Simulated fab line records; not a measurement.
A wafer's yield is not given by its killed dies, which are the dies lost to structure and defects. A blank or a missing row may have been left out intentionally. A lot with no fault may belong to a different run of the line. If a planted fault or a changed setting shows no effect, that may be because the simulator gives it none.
A lot that was struck, set against a sound lot	flow ritCmos	28 out of 202 route steps
Sound: the wafers L613.1, L613.3, L613.4. The struck wafers were L617.1, L617.2, L617.6. The cause is given at the end.
Per side, at each step with rows, come the tool, then ch with its chambers, and then its first start. Under that, the readings that differ: sound wafers	struck wafers	difference of the means	sigmas: that difference in standard deviations of wafers without a fault.
alike: same words and numbers on both sides, and readings whose means sit less than 2 such deviations apart. not compared: any withheld reading, any reading some wafer has no value for, any bound like >300 that may hide the same value, and any number with overlapping values for which the record gives no deviation.
Wherever a step has rows on one side only, a row that says differs or no value, or a row with sigmas, the two part there. When numbers do not overlap yet have no deviation, they are printed without sigmas and do not part them. Lack of a reading on every wafer of one side parts them only where that side has two or more wafers.

RIT_ACTIVE_BOW_MEAS_00:
  sound: filmMetro-04 at day 2 11:00; struck: filmMetro-01 at day 3 07:00
  alike: INCOMING_BOW
RIT_ACTIVE_OXIDATION_01: target thk 46.8 nm, ox time 3360 s.
  sound on furnace-02 ch 0, day 2 11:07; struck on furnace-01 ch 0, day 3 07:07
reading	sound	struck	difference	sigmas
spikeTcCentreC (C)	1003.3 1003.6 1002.6	1028.0 1028.2 1027.9	+24.9	+23
spikeTcLoadC (C)	1023.3 1022.9 1022.0	1050.1 1052.1 1052.0	+28.7	+11
spikeTcSourceC (C)	1023.0 1021.4 1023.3	1051.7 1050.7 1051.2	+28.6	+14
tubeCenterTempC (C)	999.96 999.95 999.85	1025 1025.2 1025.1	+25	+99 or more
tube_center_temp_C_max	1002.8 1002.3 1003.2	1027.4 1028.2 1028.3	+25.2	+57
zonePowerSourcePct (%)	31.4 31.5 32.0	35.2 34.9 34.5	+3.2	+3
model.SiO2_of_ACTIVE_OXIDATION_01.thkNm (nm)	46.34 47.29 47.56	58.91 57.82 58.09	+11.21	
RIT_ACTIVE_THK_MEAS_02:
  sound: filmMetro-03 at day 2 13:03; struck: filmMetro-04 at day 3 09:03
reading	sound	struck	difference	sigmas
ACTIVE_OXIDE_THK (nm)	46.3 47.3 47.6	59.0 57.8 58.1	+11.2	+10
then, 1 step without rows for these wafers: RIT_ACTIVE_CVD_03 (deposits Si3N4 from SiH2Cl2/NH3, target thk 150 nm, time 1500 s).
RIT_ACTIVE_THK_MEAS_04:
  sound: filmMetro-03 at day 2 14:32; struck: filmMetro-01 at day 3 10:32
  alike: ACTIVE_NITRIDE_THK
then, 6 steps without rows for these wafers: RIT_ACTIVE_HMDS_05 (prime time 60 s); RIT_ACTIVE_COAT_06 (resist thk 1000 nm); RIT_ACTIVE_SOFTBAKE_07 (time 60 s); RIT_ACTIVE_EXPOSE_08 (exposes mask M1, target cd 1400 nm); RIT_ACTIVE_PEB_09; RIT_ACTIVE_DEVELOP_10 (develop time 50 s).
RIT_ACTIVE_CD_MEAS_11: target cd 1400 nm.
  sound: cdSem-02 at day 2 15:34; struck: cdSem-01 at day 3 11:26
  alike: cdNm
then, 1 step without rows for these wafers: RIT_ACTIVE_HARDBAKE_12 (time 60 s).
RIT_ACTIVE_ETCH_13: etches Si3N4 in SF6, stops on SiO2, time 210 s, target depth 210 nm.
  sound on rieDiel-02 ch 0,2,3, day 2 15:50; struck on rieDiel-04 ch 0,3, day 3 11:43
  alike: drypumpMotorCurrentA, oesProductAu, throttleValvePct
  not compared: rfHoursCounterH
RIT_ACTIVE_STRIP_14: strips in O2, time 180 s.
  sound on plasmaAsher-03 ch 0,1, day 2 15:58; struck on plasmaAsher-01 ch 0,1, day 3 11:50
  alike: drypumpMotorCurrentA, rfReflPowerW
  not compared: rfHoursCounterH
RIT_ACTIVE_CD_MEAS_90: target cd 1400 nm.
  sound: cdSem-01 at day 2 16:08; struck: cdSem-01 at day 3 12:01
  alike: cdNm
then, 4 steps without rows for these wafers: RIT_ACTIVE_CLEAN_15 (cleans in SC1, time 600 s); RIT_ACTIVE_CLEAN_16 (cleans in dHF, time 30 s); RIT_ACTIVE_CLEAN_17 (cleans in SC2, time 600 s); RIT_FOX1_OXIDATION_00 (target thk 350.7 nm, ox time 1130 s).
RIT_FOX1_THK_MEAS_01:
  sound: filmMetro-03 at day 2 17:56; struck: filmMetro-02 at day 3 13:49
  alike: FOX1_OXIDE_THK
then, 2 steps without rows for these wafers: RIT_FOX1_WET_ETCH_02 (etches SiO2 in BOE, target depth 350 nm, time 390 s); RIT_FOX2_OXIDATION_00 (target thk 350.7 nm, ox time 1130 s).
RIT_FOX2_THK_MEAS_01:
  sound: filmMetro-01 at day 2 19:26; struck: filmMetro-02 at day 3 15:22
  alike: FOX2_OXIDE_THK
then, 1 step without rows for these wafers: RIT_FOX2_CLEAN_02 (cleans in dHF, time 180 s).
RIT_FOX2_WET_ETCH_03: etches Si3N4 in H3PO4, target depth 195 nm, time 2700 s.
  sound on wetBench-03 ch 3, day 2 19:33; struck on wetBench-04 ch 0, day 3 15:29
reading	sound	struck	difference	sigmas
model.SiO2_of_ACTIVE_OXIDATION_01.thkNm (nm)	39.82 41.93 42.17	52.23 51.26 51.52	+10.36	
RIT_FOX2_THK_MEAS_90:
  sound: filmMetro-02 at day 2 20:19; struck: filmMetro-03 at day 3 16:14
  alike: FIELD_OXIDE_LEFT_1_THK
RIT_M1_PROBE_99:
  sound: prober-02 at day 4 11:44; struck: prober-02 at day 5 07:34
reading	sound	struck	difference	sigmas
model.etest.pldd.widthNm (nm)	3198 3187 3176	3028 3056 3034	-148	
model.etest.nldd.widthNm (nm)	3192 3177 3175	3026 3043 3049	-142	
model.etest.pplusSal.widthNm (nm)	3478 3455 3442	3408 3385 3408	-58	
model.etest.nplusSal.widthNm (nm)	3456 3462 3441	3391 3371 3388	-70	
model.etest.nmosNarrow.driveUaUm	228.7 221.8 225.3	186.8 189.3 192.7	-35.7	
model.etest.pmosNarrow.driveUaUm	103.7 102.3 101.3	87.22 87.77 91.13	-13.73	
model.etest.nmos_0p3.driveUaUm	229.6 226.5 224.1	214.6 212.2 217.9	-11.8	
model.etest.wellEdgeLeft.lineOhmUm	181.4 180.4 182	184.3 184.6 182.8	+2.6	
  alike: killedAtContacts, killedAtFrontEnd, killedDies, killedOpen, killedShort

## WHERE THEY PART
Last at RIT_ACTIVE_THK_MEAS_02 as far as this record goes, first at RIT_ACTIVE_OXIDATION_01. Later steps at which nothing parts them and some readings are alike: RIT_ACTIVE_THK_MEAS_04, RIT_ACTIVE_CD_MEAS_11, RIT_ACTIVE_ETCH_13, RIT_ACTIVE_STRIP_14, RIT_ACTIVE_CD_MEAS_90, RIT_FOX1_THK_MEAS_01, RIT_FOX2_THK_MEAS_01, RIT_FOX2_THK_MEAS_90, RIT_M1_PROBE_99.

WHY: the cause the simulator had injected
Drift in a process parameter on furnace-01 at RIT_ACTIVE_OXIDATION_01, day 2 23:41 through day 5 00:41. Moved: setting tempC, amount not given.
